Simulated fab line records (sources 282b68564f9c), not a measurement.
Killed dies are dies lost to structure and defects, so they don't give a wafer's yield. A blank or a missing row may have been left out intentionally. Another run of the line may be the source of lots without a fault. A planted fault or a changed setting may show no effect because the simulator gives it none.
Struck lot and sound lot, side by side + flow rit cmos + 44 steps out of a route of 202
Sound: these wafers, L218.2, L218.4, L218.5. Struck: wafers L225.1, L225.2, L225.5. Last of all comes the cause.
At each step with rows: each side's tool, then ch and its chambers, then its first start. Under that, the readings that differ: sound wafers + struck wafers + difference of the means + sigmas: that difference in standard deviations of wafers without a fault.
alike: readings with means less than 2 such deviations apart, plus words and numbers identical on both sides. not compared: withheld readings, readings lacking a value on some wafer, bounds such as >300 that could conceal the same value, and numbers that have no deviation in the record and whose values overlap.
A row with sigmas, a row that says differs or no value, or rows on one side alone: a step with any of these is where the two part. When numbers do not overlap yet have no deviation, they are printed without sigmas and do not part them. Lack of a reading on every wafer of one side parts them only where that side has two or more wafers.

first, 4 steps without rows for these wafers: RIT_PLDD_SOFTBAKE_02 (time 60 s); RIT_PLDD_EXPOSE_03 (exposes mask M8, target cd 40900 nm); RIT_PLDD_PEB_04; RIT_PLDD_DEVELOP_05 (develop time 50 s).
RIT_PLDD_OVL_MEAS_06:
  sound on overlay-01 at day 3 10:47; struck on overlay-01 at day 4 20:16
  alike: PLDD_OVL
then, 2 steps without rows for these wafers: RIT_PLDD_HARDBAKE_07 (time 60 s); RIT_PLDD_IMPLANT_08.
RIT_PLDD_STRIP_09: strips in O2, time 180 s.
  sound on plasma asher-02 ch 0,1, day 3 11:07; struck on plasma asher-02 ch 0,1, day 4 20:49
  alike: drypump motor current A
  not compared: rf hours counter h
RIT_PLDD_TW_MEAS_10:
  sound on film metro-04 at day 3 11:18; struck on film metro-02 at day 4 20:59
  alike: PLDD_TW
then, 3 steps without rows for these wafers: RIT_SPACER_CLEAN_00 (cleans in SC1, time 600 s); RIT_SPACER_CLEAN_01 (cleans in dHF, time 30 s); RIT_SPACER_CLEAN_02 (cleans in SC2, time 600 s).
RIT_SPACER_CVD_03: deposits Si3N4 from SiH2Cl2/NH3, target thk 250 nm, time 3300 s.
  sound on lpcvd-02 ch 1, day 3 11:45; struck on lpcvd-02 ch 1, day 4 21:32
| reading                                  | sound           | struck           | difference | sigmas |
|------------------------------------------|-----------------|------------------|------------|--------|
| model.Si3N4_of_SPACER_CVD_03.thk nm (nm) | 250.8 250 249.8 | 81.75 80.8 82.76 | -168.43    |        |
  alike: nh3 flow sccm
RIT_SPACER_THK_MEAS_04:
  sound on film metro-03 at day 3 13:40; struck on film metro-04 at day 4 23:27
| reading                 | sound             | struck         | difference | sigmas |
|-------------------------|-------------------|----------------|------------|--------|
| SPACER_NITRIDE_THK (nm) | 250.7 249.9 249.9 | 81.8 80.8 82.7 | -168.4     | -80    |
RIT_SPACER_ETCHBACK_05: etches Si3N4 in SF6/CHF3, stops on SiO2, target depth 250 nm, time 240 s.
  sound on rie diel-04 ch 0,2,3, day 3 13:43; struck on rie diel-02 ch 0,1,2, day 4 23:31
| reading                  | sound             | struck            | difference | sigmas |
|--------------------------|-------------------|-------------------|------------|--------|
| oes product au (a.u.)    | 0.832 0.860 0.833 | 0.441 0.433 0.450 | -0.400     | -33    |
| model.etch.depth nm (nm) | 250.8 250 249.8   | 81.75 80.8 82.76  | -168.43    |        |
  alike: drypump motor current A, throttle valve pct
  not compared: rf hours counter h
then, 6 steps without rows for these wafers: RIT_NSD_HMDS_00 (prime time 60 s); RIT_NSD_COAT_01 (resist thk 1000 nm); RIT_NSD_SOFTBAKE_02 (time 57.18 s); RIT_NSD_EXPOSE_03 (exposes mask M9, target cd 40700 nm); RIT_NSD_PEB_04; RIT_NSD_DEVELOP_05 (develop time 50 s).
RIT_NSD_OVL_MEAS_06:
  sound on overlay-02 at day 3 14:51; struck on overlay-01 at day 5 00:31
  alike: NSD_OVL
then, 2 steps without rows for these wafers: RIT_NSD_HARDBAKE_07 (time 60 s); RIT_NSD_IMPLANT_08.
RIT_NSD_STRIP_09: strips in O2, time 180 s.
  sound on plasma asher-04 ch 0,1, day 3 15:11; struck on plasma asher-04 ch 0,1, day 5 00:50
  alike: drypump motor current A
  not compared: rf hours counter h
RIT_NSD_TW_MEAS_10:
  sound on film metro-02 at day 3 15:22; struck on film metro-02 at day 5 01:01
  alike: NSD_TW
then, 6 steps without rows for these wafers: RIT_PSD_HMDS_00 (prime time 60 s); RIT_PSD_COAT_01 (resist thk 1000 nm); RIT_PSD_SOFTBAKE_02 (time 60 s); RIT_PSD_EXPOSE_03 (exposes mask M10, target cd 40900 nm); RIT_PSD_PEB_04; RIT_PSD_DEVELOP_05 (develop time 50 s).
RIT_PSD_OVL_MEAS_06:
  sound on overlay-01 at day 3 16:16; struck on overlay-02 at day 5 02:03
  alike: PSD_OVL
then, 2 steps without rows for these wafers: RIT_PSD_HARDBAKE_07 (time 60 s); RIT_PSD_IMPLANT_08.
RIT_PSD_STRIP_09: strips in O2, time 180 s.
  sound on plasma asher-04 ch 0,1, day 3 16:37; struck on plasma asher-02 ch 0,1, day 5 02:23
  alike: drypump motor current A
  not compared: rf hours counter h
RIT_PSD_TW_MEAS_10:
  sound on film metro-04 at day 3 16:48; struck on film metro-01 at day 5 02:34
  alike: PSD_TW
then, 3 steps without rows for these wafers: RIT_SDANNEAL_CLEAN_00 (cleans in SC1, time 600 s); RIT_SDANNEAL_CLEAN_01 (cleans in dHF, time 30 s); RIT_SDANNEAL_CLEAN_02 (cleans in SC2, time 600 s).
RIT_SDANNEAL_RTA_03: time 5 s.
  sound on rtp anneal-01 ch 0, day 3 17:14; struck on rtp anneal-02 ch 0, day 5 02:59
  alike: anneal temp c max, wafer_temp_C_max
RIT_SDANNEAL_RS_MEAS_04: the measuring method here is four-point-probe.
  sound on film metro-01 at day 3 17:18; struck on film metro-04 at day 5 03:03
  alike: PSD_RS
RIT_SILICIDE_WET_ETCH_00: etches SiO2 in BOE, target depth 14 nm, time 15 s.
  sound on wet bench-01 ch 3, day 3 17:46; struck on wet bench-03 ch 3, day 5 03:32
| reading                                  | sound           | struck            | difference | sigmas |
|------------------------------------------|-----------------|-------------------|------------|--------|
| model.Si3N4_of_SPACER_CVD_03.thk nm (nm) | 196.2 194.1 193 | 62.77 62.18 63.31 | -131.68    |        |
RIT_M1_PROBE_99:
  sound on prober-01 at day 4 01:43; struck on prober-02 at day 5 10:19
| reading                             | sound             | struck            | difference | sigmas |
|-------------------------------------|-------------------|-------------------|------------|--------|
| model.etest.pldd.rs ohm sq          | 578.9 576 558.2   | 4.379 4.359 4.366 | -566.665   |        |
| model.etest.nldd.rs ohm sq          | 374.4 377.9 370.3 | 4.345 4.327 4.351 | -369.859   |        |
| model.etest.pplus sal.width nm (nm) | 3417 3442 3457    | 3715 3706 3681    | +262       |        |
| model.etest.nplus sal.width nm (nm) | 3434 3469 3438    | 3721 3704 3696    | +260       |        |
| model.etest.pldd.line ohm um        | 184.3 180.6 173.7 | 1.307 1.306 1.327 | -178.220   |        |
| model.etest.pwell pinched.rs ohm sq | 455.8 464.4 470.5 | 591.6 589.5 599.9 | +130.1     |        |
| model.etest.nwell pinched.rs ohm sq | 333.7 338.6 338.8 | 446.6 443.4 448.8 | +109.2     |        |
| model.etest.nldd.line ohm um        | 118.8 119 117.2   | 1.338 1.314 1.317 | -117.010   |        |
  alike: killed at front end, killed dies, killed open, killed short

## WHERE THEY PART
Earliest at RIT_SPACER_THK_MEAS_04; latest, in this record, at RIT_SPACER_ETCHBACK_05. Later steps at which nothing parts them and some readings are alike: RIT_NSD_OVL_MEAS_06, RIT_NSD_STRIP_09, RIT_NSD_TW_MEAS_10, RIT_PSD_OVL_MEAS_06, RIT_PSD_STRIP_09, RIT_PSD_TW_MEAS_10, RIT_SDANNEAL_RTA_03, RIT_SDANNEAL_RS_MEAS_04, RIT_M1_PROBE_99.

WHY: what the simulator had put in
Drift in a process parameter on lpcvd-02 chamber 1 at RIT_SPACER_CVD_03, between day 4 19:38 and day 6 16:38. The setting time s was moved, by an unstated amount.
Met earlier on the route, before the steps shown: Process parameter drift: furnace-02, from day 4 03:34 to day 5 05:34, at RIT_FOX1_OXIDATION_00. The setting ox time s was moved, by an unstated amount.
